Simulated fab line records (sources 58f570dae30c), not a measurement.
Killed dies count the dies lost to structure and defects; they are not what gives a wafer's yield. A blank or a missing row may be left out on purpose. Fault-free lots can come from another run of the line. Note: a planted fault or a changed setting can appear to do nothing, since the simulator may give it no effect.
fab line records	flow berkeleyCmos170
record lots=5	wafers=23
route steps=331 shown V1@263 M2@276 M3@310
startH: start of the lot's first displayed wafer, in hours after the record's first day	waitH: hours since the lot's step before	" same as the row above	L1.1+2: a single row standing in for several wafers	- either no value or no given start	* or withheld: withheld	< > ~ a bound
route shown NAME@n: NAME is a module with steps in the file, n the number in the route of the first one	usual: the fault-free wafers' mean and standard deviation	same: alike in all rows	chamber/n: place in a boat	sites: the reading at each site	_std_site: how widely they spread, as a standard deviation	_edge_site: mean of outer sites minus mean of inner sites	radiusMm: how far each site lies from the wafer's centre	mask NAME#n: copy n	behind: the tool/chamber that last shaped the wafer	hold: the reason the lot was held/the length of the hold in hours/how it ended	device: whichever transistor did not switch (one of n, p or np)	end of line: tests run on the same wafers once the route is complete	a step given without rows: its recipe and nothing more	killed: not the wafer's yield, but the dies lost to structure and defects at the first sort	map: a wafer's dies, x killed, . not, _ none there
set.NAME: the run value of the setting; set.NAME@STEP: its run value at that earlier step	model.NAME: the simulator's own value behind a step, which no gauge read
lots whose settings were changed on purpose; a table a step, a row a wafer
## steps
# step UCB170_V1_EXPOSE_09
# recipe maskId=VIA1	targetCdNm=700	na=0.5	sigmaOuter=0.6	sourceShape=conventional	doseMj=37
lot.wafer	tool	chamber	startH	waitH	mask	set.doseMj
L077.1+2+4	krfScanner-01	0	177.01	0.1	VIA1#0	37
L077.3+6	"	0	"	"	VIA1#0	34.74
L080.1+2+6	krfScanner-02	0	186.21	0.1	VIA1#0	37
L082.1+3+6	krfScanner-02	0	197.12	0.5	VIA1#0	37
L082.4+5	"	0	"	"	VIA1#0	37.87
L085.1+3+4	krfScanner-02	0	205.13	0.1	VIA1#0	36.18
L085.2+6	"	0	"	"	VIA1#0	37
L084.1+4	krfScanner-02	0	210.28	0.2	VIA1#0	37.95
L084.2+5+6	"	0	"	"	VIA1#0	37
# step UCB170_V1_PEB_10
# recipe pebTempC=130	pebTimeS=withheld	resist=KrF
# step UCB170_V1_DEVELOP_11
# recipe developer=TMAH	developTimeS=45	resist=KrF	devTempC=21
# step UCB170_V1_CD_MEAS_12
# recipe targetCdNm=700
# usual cdNm=700.3/1.3
lot.wafer	tool	chamber	startH	waitH	set.doseMj@V1_EXPOSE_09	cdNm
L077.1	cdSem-02	-	177.70	-	37	699.7
L077.2	"	-	"	"	37	701.2
L077.3	"	-	"	"	34.74	689.3
L077.4	"	-	"	"	37	701.2
L077.6	"	-	"	"	34.74	688.8
L080.1	cdSem-02	-	186.72	-	37	700.7
L080.2	"	-	"	"	37	700.3
L080.6	"	-	"	"	37	699.8
L082.1	cdSem-02	-	197.93	-	37	700.4
L082.3	"	-	"	"	37	701.1
L082.4	"	-	"	"	37.87	704.8
L082.5	"	-	"	"	37.87	705.7
L082.6	"	-	"	"	37	700.8
L085.1	cdSem-01	-	205.63	-	36.18	696.1
L085.2	"	-	"	"	37	700.5
L085.3	"	-	"	"	36.18	695.8
L085.4	"	-	"	"	36.18	696.0
L085.6	"	-	"	"	37	700.7
L084.1	cdSem-01	-	210.67	-	37.95	704.3
L084.2	"	-	"	"	37	701.0
L084.4	"	-	"	"	37.95	703.9
L084.5	"	-	"	"	37	700.7
L084.6	"	-	"	"	37	700.6
# step UCB170_V1_ETCH_14
# recipe chemistry=CHF3/CF4/Ar	target=SiO2	stopOn=Al	CHF3_flow_sccm=45	cf4FlowSccm=15	Ar_flow_sccm=150	pressureMtorr=200	rfW=700	targetDepthA=12500	overEtchFrac=0.25	timeS=291
lot.wafer	tool	chamber	startH	waitH	set.doseMj@V1_EXPOSE_09	model.V1.cdNm
L077.1	rieDiel-03	0	177.86	0.0	37	700.2
L077.2	"	2	"	"	37	701.3
L077.3	"	1	"	"	34.74	688.1
L077.4	"	3	"	"	37	700.3
L077.6	"	3	"	"	34.74	687.4
L080.1	rieDiel-03	0	186.88	0.0	37	701.6
L080.2	"	2	"	"	37	700.2
L080.6	"	1	"	"	37	699
L082.1	rieDiel-04	1	198.08	0.0	37	700
L082.3	"	0	"	"	37	700.7
L082.4	"	2	"	"	37.87	703.5
L082.5	"	0	"	"	37.87	705.4
L082.6	"	3	"	"	37	700.3
L085.1	rieDiel-04	0	205.78	0.0	36.18	697
L085.2	"	2	"	"	37	700.7
L085.3	"	1	"	"	36.18	696.8
L085.4	"	3	"	"	36.18	696
L085.6	"	3	"	"	37	700.9
L084.1	rieDiel-04	2	210.82	0.0	37.95	704
L084.2	"	1	"	"	37	701.4
L084.4	"	1	"	"	37.95	704.2
L084.5	"	2	"	"	37	700.4
L084.6	"	0	"	"	37	701.7
# step UCB170_V1_STRIP_15
# recipe chemistry=O2	powerW=400	pressureMtorr=3500	platenTempC=withheld	o2FlowSccm=400	overashFraction=0.5
# step UCB170_V1_CD_MEAS_90
# recipe targetCdNm=700
# usual cdNm=700.2/1.5
lot.wafer	tool	chamber	startH	waitH	set.doseMj@V1_EXPOSE_09	cdNm
L077.1	cdSem-01	-	178.13	0.1	37	700.3
L077.2	"	-	"	"	37	701.1
L077.3	"	-	"	"	34.74	688.7
L077.4	"	-	"	"	37	700.4
L077.6	"	-	"	"	34.74	687.5
L080.1	cdSem-01	-	187.15	0.1	37	701.6
L080.2	"	-	"	"	37	700.2
L080.6	"	-	"	"	37	698.9
L082.1	cdSem-02	-	198.52	0.2	37	699.9
L082.3	"	-	"	"	37	700.8
L082.4	"	-	"	"	37.87	703.6
L082.5	"	-	"	"	37.87	705.2
L082.6	"	-	"	"	37	700.1
L085.1	cdSem-01	-	206.06	0.1	36.18	697.1
L085.2	"	-	"	"	37	700.5
L085.3	"	-	"	"	36.18	697.1
L085.4	"	-	"	"	36.18	695.7
L085.6	"	-	"	"	37	701.0
L084.1	cdSem-01	-	211.10	0.1	37.95	703.7
L084.2	"	-	"	"	37	701.5
L084.4	"	-	"	"	37.95	704.4
L084.5	"	-	"	"	37	700.3
L084.6	"	-	"	"	37	701.4
# step UCB170_M2_COAT_05
# recipe resist=KrF	spinRpm=1500	resistThkNm=900
lot.wafer	tool	chamber	startH	waitH	set.resistThkNm	model.KrF_of_M2_COAT_05.thkNm
L077.1	lithoTrack-04	0	179.06	0.1	900	901.1
L077.2	"	0	"	"	847.5	850.6
L077.3	"	0	"	"	900	899.7
L077.4	"	0	"	"	847.5	848.7
L077.6	"	0	"	"	900	902.9
L080.1	lithoTrack-04	0	187.89	0.1	900	901.6
L080.2	"	0	"	"	900	899.1
L080.6	"	0	"	"	900	902.5
L082.1	lithoTrack-04	0	199.35	0.1	900	900.9
L082.3	"	0	"	"	874.8	880
L082.4	"	0	"	"	874.8	879.5
L082.5	"	0	"	"	874.8	879.4
L082.6	"	0	"	"	900	902.8
L085.1	lithoTrack-03	0	206.66	0.1	900	903.5
L085.2	"	0	"	"	940.9	941.2
L085.3	"	0	"	"	940.9	942.9
L085.4	"	0	"	"	900	902.6
L085.6	"	0	"	"	900	903.9
L084.1	lithoTrack-04	0	211.70	0.1	927.5	932.3
L084.2	"	0	"	"	900	901
L084.4	"	0	"	"	927.5	929.3
L084.5	"	0	"	"	927.5	927.9
L084.6	"	0	"	"	900	901.9
# step UCB170_M2_SOFTBAKE_06
# recipe resist=KrF	tempC=130	timeS=60
# step UCB170_M2_STRIP_07
# recipe chemistry=O2	powerW=400	pressureMtorr=3500	platenTempC=withheld	o2FlowSccm=400	overashFraction=0.5
# usual stripTimeToEndpointS=22.00/0.051
lot.wafer	tool	chamber	startH	waitH	set.resistThkNm@M2_COAT_05	stripTimeToEndpointS
L077.1	plasmaAsher-01	1	179.36	0.1	900	22.01
L077.2	"	0	"	"	847.5	20.79
L077.3	"	0	"	"	900	21.98
L077.4	"	1	"	"	847.5	20.74
L077.6	"	0	"	"	900	22.04
L080.1	plasmaAsher-02	1	188.19	0.1	900	21.99
L080.2	"	0	"	"	900	21.95
L080.6	"	0	"	"	900	22.01
L082.1	plasmaAsher-03	1	199.65	0.1	900	21.99
L082.3	"	0	"	"	874.8	21.49
L082.4	"	1	"	"	874.8	21.49
L082.5	"	0	"	"	874.8	21.46
L082.6	"	1	"	"	900	22.03
L085.1	plasmaAsher-03	0	206.96	0.1	900	22.06
L085.2	"	1	"	"	940.9	22.96
L085.3	"	1	"	"	940.9	22.99
L085.4	"	0	"	"	900	22.04
L085.6	"	1	"	"	900	22.06
L084.1	plasmaAsher-01	1	212.00	0.1	927.5	22.73
L084.2	"	0	"	"	900	21.99
L084.4	"	0	"	"	927.5	22.66
L084.5	"	1	"	"	927.5	22.62
L084.6	"	0	"	"	900	22.01
# step UCB170_M2_PEB_13
# recipe pebTempC=130	pebTimeS=withheld	resist=KrF
lot.wafer	tool	chamber	startH	waitH	set.pebTempC
L077.1+3	lithoTrack-02	0	180.81	0.3	130
L077.2+4+6	"	0	"	"	128.6
L080.1+2+6	lithoTrack-04	0	189.36	0.3	130
L082.1+3	lithoTrack-04	0	201.10	0.3	130
L082.4+5+6	"	0	"	"	127.5
L085.1+3+6	lithoTrack-02	0	208.43	0.5	130
L085.2+4	"	0	"	"	133.5
L084.1+2+6	lithoTrack-02	0	213.31	0.4	127.5
L084.4+5	"	0	"	"	130
# step UCB170_M2_DEVELOP_14
# recipe developer=TMAH	developTimeS=45	resist=KrF	devTempC=21
# step UCB170_M2_CD_MEAS_15
# recipe targetCdNm=700
# usual cdNm=699.0/1.1
lot.wafer	tool	chamber	startH	waitH	set.pebTempC@M2_PEB_13	cdNm
L077.1	cdSem-01	-	181.09	-	130	701.0
L077.2	"	-	"	"	128.6	708.6
L077.3	"	-	"	"	130	699.8
L077.4	"	-	"	"	128.6	708.5
L077.6	"	-	"	"	128.6	709.1
L080.1	cdSem-01	-	189.64	-	130	699.7
L080.2	"	-	"	"	130	700.0
L080.6	"	-	"	"	130	700.0
L082.1	cdSem-01	-	201.38	-	130	699.2
L082.3	"	-	"	"	130	699.1
L082.4	"	-	"	"	127.5	716.7
L082.5	"	-	"	"	127.5	717.8
L082.6	"	-	"	"	127.5	717.4
L085.1	cdSem-01	-	208.70	-	130	698.5
L085.2	"	-	"	"	133.5	678.8
L085.3	"	-	"	"	130	697.7
L085.4	"	-	"	"	133.5	678.6
L085.6	"	-	"	"	130	697.5
L084.1	cdSem-01	-	213.58	-	127.5	714.4
L084.2	"	-	"	"	127.5	715.7
L084.4	"	-	"	"	130	698.6
L084.5	"	-	"	"	130	698.1
L084.6	"	-	"	"	127.5	715.9
# step UCB170_M2_ETCH_17
# recipe chemistry=N2/H2	targetDepthA=withheld	overetchA=withheld	target=BARC	timeS=withheld	sourceW=500	biasW=100	pressureMtorr=30	n2FlowSccm=100	h2FlowSccm=200
lot.wafer	tool	chamber	startH	waitH	set.pebTempC@M2_PEB_13	model.M2.cdNm
L077.1	rieDiel-02	3	181.24	0.0	130	699.9
L077.2+4	"	0,1	"	"	128.6	708.5
L077.3	"	1	"	"	130	700
L077.6	"	0	"	"	128.6	709.2
L080.1	rieDiel-02	3	189.79	0.0	130	698.5
L080.2	"	1	"	"	130	700.1
L080.6	"	2	"	"	130	698.1
L082.1	rieDiel-01	0	201.53	0.0	130	698.8
L082.3	"	2	"	"	130	698.7
L082.4	"	3	"	"	127.5	717
L082.5	"	1	"	"	127.5	718
L082.6	"	0	"	"	127.5	716.9
L085.1	rieDiel-02	2	208.86	0.0	130	696.6
L085.2	"	0	"	"	133.5	678.5
L085.3	"	1	"	"	130	697.9
L085.4	"	3	"	"	133.5	677.4
L085.6	"	0	"	"	130	697.1
L084.1	rieDiel-04	1	213.74	0.0	127.5	714.4
L084.2	"	2	"	"	127.5	715.4
L084.4	"	0	"	"	130	698.5
L084.5	"	2	"	"	130	698.3
L084.6	"	1	"	"	127.5	716.8
# step UCB170_M2_METAL_ETCH_18
# recipe chemistry=Cl2/BCl3	target=Al	stopOn=SiO2	pressureMtorr=12	targetDepthA=11700	overEtchFrac=0.3	timeS=195	icpW=600	biasW=120	Cl2_flow_sccm=90	bcl3FlowSccm=45
lot.wafer	tool	chamber	startH	waitH	set.pebTempC@M2_PEB_13	model.M2.cdNm
L077.1	rieMetal-02	0	181.28	-	130	703.5
L077.2	"	1	"	"	128.6	710.5
L077.3	"	1	"	"	130	699.5
L077.4	"	0	"	"	128.6	710.9
L077.6	"	1	"	"	128.6	709.8
L080.1	rieMetal-02	1	189.83	-	130	698.2
L080.2	"	0	"	"	130	702.4
L080.6	"	0	"	"	130	698.8
L082.1	rieMetal-01	1	201.57	-	130	697
L082.3	"	0	"	"	130	699.7
L082.4	"	1	"	"	127.5	713.3
L082.5	"	0	"	"	127.5	720.1
L082.6	"	1	"	"	127.5	714.8
L085.1	rieMetal-01	1	208.90	-	130	694.2
L085.2	"	1	"	"	133.5	675
L085.3	"	1	"	"	130	696.5
L085.4	"	1	"	"	133.5	675.9
L085.6	"	1	"	"	130	694.5
L084.1	rieMetal-01	1	213.78	-	127.5	709.1
L084.2	"	1	"	"	127.5	713.2
L084.4	"	1	"	"	130	695.1
L084.5	"	1	"	"	130	697.8
L084.6	"	1	"	"	127.5	714.8
# step UCB170_M2_STRIP_19
# recipe chemistry=O2	powerW=400	pressureMtorr=3500	platenTempC=withheld	o2FlowSccm=400	overashFraction=0.5
# step UCB170_M2_CD_MEAS_90
# recipe targetCdNm=700
# usual cdNm=697/3.6
lot.wafer	tool	chamber	startH	waitH	set.pebTempC@M2_PEB_13	cdNm
L077.1	cdSem-01	-	181.57	0.1	130	704
L077.2	"	-	"	"	128.6	710
L077.3	"	-	"	"	130	699
L077.4	"	-	"	"	128.6	711
L077.6	"	-	"	"	128.6	710
L080.1	cdSem-02	-	190.16	0.1	130	698
L080.2	"	-	"	"	130	702
L080.6	"	-	"	"	130	699
L082.1	cdSem-01	-	201.86	0.1	130	697
L082.3	"	-	"	"	130	700
L082.4	"	-	"	"	127.5	713
L082.5	"	-	"	"	127.5	720
L082.6	"	-	"	"	127.5	715
L085.1	cdSem-01	-	209.37	0.1	130	694
L085.2	"	-	"	"	133.5	675
L085.3	"	-	"	"	130	697
L085.4	"	-	"	"	133.5	676
L085.6	"	-	"	"	130	695
L084.1	cdSem-01	-	214.26	0.1	127.5	710
L084.2	"	-	"	"	127.5	713
L084.4	"	-	"	"	130	695
L084.5	"	-	"	"	130	698
L084.6	"	-	"	"	127.5	715
# step UCB170_M3_SPUTTER_01
# recipe material=Al	targetThkNm=900	timeS=120	powerW=6000	chamberPressurePa=0.5
lot.wafer	tool	chamber	startH	waitH	set.timeS	model.Al_of_M3_SPUTTER_01.thkNm
L077.1	pvdSputter-03	-	184.18	0.0	106.4	793.8
L077.2	"	-	"	"	106.4	805.4
L077.3	"	-	"	"	120	889.4
L077.4	"	-	"	"	120	891.4
L077.6	"	-	"	"	120	904.7
L080.1	pvdSputter-03	-	192.79	0.0	120	891.4
L080.2	"	-	"	"	120	897.4
L080.6	"	-	"	"	120	906.3
L082.1	pvdSputter-01	-	204.32	0.0	104.7	776.4
L082.3	"	-	"	"	120	904.4
L082.4	"	-	"	"	104.7	775.7
L082.5	"	-	"	"	120	890.6
L082.6	"	-	"	"	120	906.5
L085.1	pvdSputter-02	-	211.92	0.0	106.8	783.9
L085.2	"	-	"	"	120	919.2
L085.3	"	-	"	"	106.8	828
L085.4	"	-	"	"	120	880.6
L085.6	"	-	"	"	120	918.4
L084.1	pvdSputter-02	-	221.51	0.0	103.9	790.7
L084.2	"	-	"	"	103.9	745.6
L084.4	"	-	"	"	120	909.9
L084.5	"	-	"	"	103.9	781.1
L084.6	"	-	"	"	120	868.5
# step UCB170_M3_RS_MEAS_02
# recipe thkMeasGauge=four-point-probe	reads=Al_of_M3_SPUTTER_01
# usual M3_AL_RS=0.0323/0.00047
lot.wafer	tool	chamber	startH	waitH	set.timeS@M3_SPUTTER_01	M3_AL_RS[ohm/sq]
L077.1	filmMetro-02	-	184.27	0.0	106.4	0.0365
L077.2	"	-	"	"	106.4	0.0360
L077.3	"	-	"	"	120	0.0325
L077.4	"	-	"	"	120	0.0325
L077.6	"	-	"	"	120	0.0320
L080.1	filmMetro-03	-	192.88	0.0	120	0.0325
L080.2	"	-	"	"	120	0.0323
L080.6	"	-	"	"	120	0.0319
L082.1	filmMetro-02	-	204.40	0.0	104.7	0.0373
L082.3	"	-	"	"	120	0.0320
L082.4	"	-	"	"	104.7	0.0374
L082.5	"	-	"	"	120	0.0325
L082.6	"	-	"	"	120	0.0320
L085.1	filmMetro-03	-	212.00	0.0	106.8	0.0370
L085.2	"	-	"	"	120	0.0315
L085.3	"	-	"	"	106.8	0.0350
L085.4	"	-	"	"	120	0.0329
L085.6	"	-	"	"	120	0.0315
L084.1	filmMetro-03	-	221.59	0.0	103.9	0.0367
L084.2	"	-	"	"	103.9	0.0389
L084.4	"	-	"	"	120	0.0319
L084.5	"	-	"	"	103.9	0.0372
L084.6	"	-	"	"	120	0.0333
# step UCB170_M3_THK_MEAS_03
# recipe thkMeasGauge=xrf	reads=Al_of_M3_SPUTTER_01
# usual M3_AL_THK=894/14
lot.wafer	tool	chamber	startH	waitH	set.timeS@M3_SPUTTER_01	M3_AL_THK[nm]
L077.1	filmMetro-02	-	184.39	0.1	106.4	793
L077.2	"	-	"	"	106.4	803
L077.3	"	-	"	"	120	887
L077.4	"	-	"	"	120	892
L077.6	"	-	"	"	120	904
L080.1	filmMetro-03	-	193.00	0.1	120	891
L080.2	"	-	"	"	120	895
L080.6	"	-	"	"	120	907
L082.1	filmMetro-02	-	204.52	0.1	104.7	778
L082.3	"	-	"	"	120	905
L082.4	"	-	"	"	104.7	776
L082.5	"	-	"	"	120	891
L082.6	"	-	"	"	120	909
L085.1	filmMetro-03	-	212.12	0.1	106.8	779
L085.2	"	-	"	"	120	922
L085.3	"	-	"	"	106.8	827
L085.4	"	-	"	"	120	876
L085.6	"	-	"	"	120	918
L084.1	filmMetro-03	-	221.71	0.1	103.9	790
L084.2	"	-	"	"	103.9	749
L084.4	"	-	"	"	120	919
L084.5	"	-	"	"	103.9	785
L084.6	"	-	"	"	120	873
# step UCB170_M3_COAT_10
# recipe resist=KrF	spinRpm=1500	resistThkNm=900
lot.wafer	tool	chamber	startH	waitH	set.resistThkNm	model.KrF_of_M3_COAT_10.thkNm
L077.1	lithoTrack-01	0	-	-	900	-
L077.2	"	0	"	"	864.8	-
L077.3	"	0	"	"	864.8	865.4
L077.4	"	0	"	"	864.8	866.9
L077.6	"	0	"	"	900	900.7
L080.1	lithoTrack-01	0	-	-	900	900.7
L080.2	"	0	"	"	900	903.6
L080.6	"	0	"	"	900	905.5
L082.1+4	lithoTrack-01	0	-	-	900	-
L082.3	"	0	"	"	846.2	847.2
L082.5	"	0	"	"	846.2	846.9
L082.6	"	0	"	"	900	900.6
L085.1	lithoTrack-04	0	-	-	900	-
L085.2	"	0	"	"	900	906.3
L085.3	"	0	"	"	938.8	-
L085.4	"	0	"	"	938.8	942.8
L085.6	"	0	"	"	900	904.1
L084.1+2	lithoTrack-03	0	-	-	878.5	-
L084.4	"	0	"	"	878.5	884.2
L084.5	"	0	"	"	900	-
L084.6	"	0	"	"	900	903.6
# step UCB170_M3_SOFTBAKE_11
# recipe resist=KrF	tempC=130	timeS=60
# step UCB170_M3_EXPOSE_12
# recipe maskId=METAL3	targetCdNm=700	na=0.5	sigmaOuter=0.6	sourceShape=conventional	doseMj=26
# step UCB170_M3_ETCH_17
# recipe chemistry=N2/H2	targetDepthA=withheld	overetchA=withheld	target=BARC	timeS=withheld	sourceW=500	biasW=100	pressureMtorr=30	n2FlowSccm=100	h2FlowSccm=200
# step UCB170_M3_METAL_ETCH_18
# recipe chemistry=Cl2/BCl3	target=Al	stopOn=SiO2	pressureMtorr=12	targetDepthA=11700	overEtchFrac=0.3	timeS=195	icpW=600	biasW=120	Cl2_flow_sccm=90	bcl3FlowSccm=45
# usual oesProductAu=0.854/0.011
lot.wafer	tool	chamber	startH	waitH	set.timeS@M3_SPUTTER_01	set.resistThkNm@M3_COAT_10	oesProductAu	model.KrF_of_M3_COAT_10.thkNm
L077.1	rieMetal-04	1	186.26	-	106.4	900	0.805	-
L077.2	"	0	"	"	106.4	864.8	0.796	-
L077.3	"	1	"	"	120	864.8	0.864	174
L077.4	"	0	"	"	120	864.8	0.841	184.2
L077.6	"	1	"	"	120	900	0.871	217.1
L080.1	rieMetal-02	1	195.15	-	120	900	0.854	208.8
L080.2	"	0	"	"	120	900	0.853	202.6
L080.6	"	0	"	"	120	900	0.851	212.1
L082.1	rieMetal-03	0	206.60	-	104.7	900	0.788	-
L082.3	"	0	"	"	120	846.2	0.858	185.5
L082.4	"	1	"	"	104.7	900	0.792	-
L082.5	"	0	"	"	120	846.2	0.844	189.5
L082.6	"	1	"	"	120	900	0.863	218.1
L085.1	rieMetal-03	0	214.20	-	106.8	900	0.789	-
L085.2	"	1	"	"	120	900	0.879	223.8
L085.3	"	0	"	"	106.8	938.8	0.816	-
L085.4	"	1	"	"	120	938.8	0.864	261.7
L085.6	"	1	"	"	120	900	0.877	219.2
L084.1	rieMetal-02	1	223.72	-	103.9	878.5	0.790	-
L084.2	"	0	"	"	103.9	878.5	0.769	-
L084.4	"	1	"	"	120	878.5	0.858	192.8
L084.5	"	0	"	"	103.9	900	0.787	-
L084.6	"	1	"	"	120	900	0.839	211
# step UCB170_M3_STRIP_19
# recipe chemistry=O2	powerW=400	pressureMtorr=3500	platenTempC=withheld	o2FlowSccm=400	overashFraction=0.5
# usual oesProductAu=0.549/0.014
lot.wafer	tool	chamber	startH	waitH	set.resistThkNm@M3_COAT_10	oesProductAu
L077.1	plasmaAsher-03	0	186.45	0.1	900	0.545
L077.2	"	1	"	"	864.8	0.516
L077.3	"	1	"	"	864.8	0.504
L077.4	"	0	"	"	864.8	0.516
L077.6	"	1	"	"	900	0.553
L080.1	plasmaAsher-01	1	195.34	0.1	900	0.541
L080.2	"	0	"	"	900	0.537
L080.6	"	1	"	"	900	0.552
L082.1	plasmaAsher-01	0	206.79	0.1	900	0.572
L082.3	"	1	"	"	846.2	0.509
L082.4	"	0	"	"	900	0.548
L082.5	"	0	"	"	846.2	0.518
L082.6	"	1	"	"	900	0.548
L085.1	plasmaAsher-04	1	214.39	0.1	900	0.581
L085.2	"	0	"	"	900	0.556
L085.3	"	1	"	"	938.8	0.612
L085.4	"	0	"	"	938.8	0.593
L085.6	"	1	"	"	900	0.551
L084.1	plasmaAsher-04	0	223.91	0.1	878.5	0.517
L084.2	"	1	"	"	878.5	0.510
L084.4	"	1	"	"	878.5	0.524
L084.5	"	1	"	"	900	0.543
L084.6	"	0	"	"	900	0.538
## key
split step=UCB170_V1_EXPOSE_09	setting=doseMj	stated=37	by=wafer
response step=UCB170_V1_CD_MEAS_12	reading=cdNm	change=+1.85	per=1%	r=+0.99
response step=UCB170_V1_ETCH_14	reading=model.V1.cdNm	change=+1.93	per=1%	r=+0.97
response step=UCB170_V1_CD_MEAS_90	reading=cdNm	change=+1.9	per=1%	r=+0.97
split step=UCB170_M2_COAT_05	setting=resistThkNm	stated=900	by=wafer
response step=UCB170_M2_COAT_05	reading=model.KrF_of_M2_COAT_05.thkNm	change=+8.71	per=1%	r=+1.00
response step=UCB170_M2_STRIP_07	reading=stripTimeToEndpointS	change=*	per=1%	r=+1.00
split step=UCB170_M2_PEB_13	setting=pebTempC	stated=130	by=wafer
response step=UCB170_M2_CD_MEAS_15	reading=cdNm	change=-8.11	per=1%	r=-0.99
response step=UCB170_M2_ETCH_17	reading=model.M2.cdNm	change=-8.22	per=1%	r=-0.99
response step=UCB170_M2_METAL_ETCH_18	reading=model.M2.cdNm	change=-8.04	per=1%	r=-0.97
response step=UCB170_M2_CD_MEAS_90	reading=cdNm	change=-8.04	per=1%	r=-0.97
split step=UCB170_M3_SPUTTER_01	setting=timeS	stated=120	by=wafer
response step=UCB170_M3_SPUTTER_01	reading=model.Al_of_M3_SPUTTER_01.thkNm	change=+9.01	per=1%	r=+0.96
response step=UCB170_M3_RS_MEAS_02	reading=M3_AL_RS	change=-0.000375	per=1%	r=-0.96
response step=UCB170_M3_THK_MEAS_03	reading=M3_AL_THK	change=+9.17	per=1%	r=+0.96
response step=UCB170_M3_METAL_ETCH_18	reading=oesProductAu	change=+0.00535	per=1%	r=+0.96
split step=UCB170_M3_COAT_10	setting=resistThkNm	stated=900	by=wafer
response step=UCB170_M3_COAT_10	reading=model.KrF_of_M3_COAT_10.thkNm	change=+8.83	per=1%	r=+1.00
response step=UCB170_M3_METAL_ETCH_18	reading=model.KrF_of_M3_COAT_10.thkNm	change=+7.27	per=1%	r=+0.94
response step=UCB170_M3_STRIP_19	reading=oesProductAu	change=+0.00835	per=1%	r=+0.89
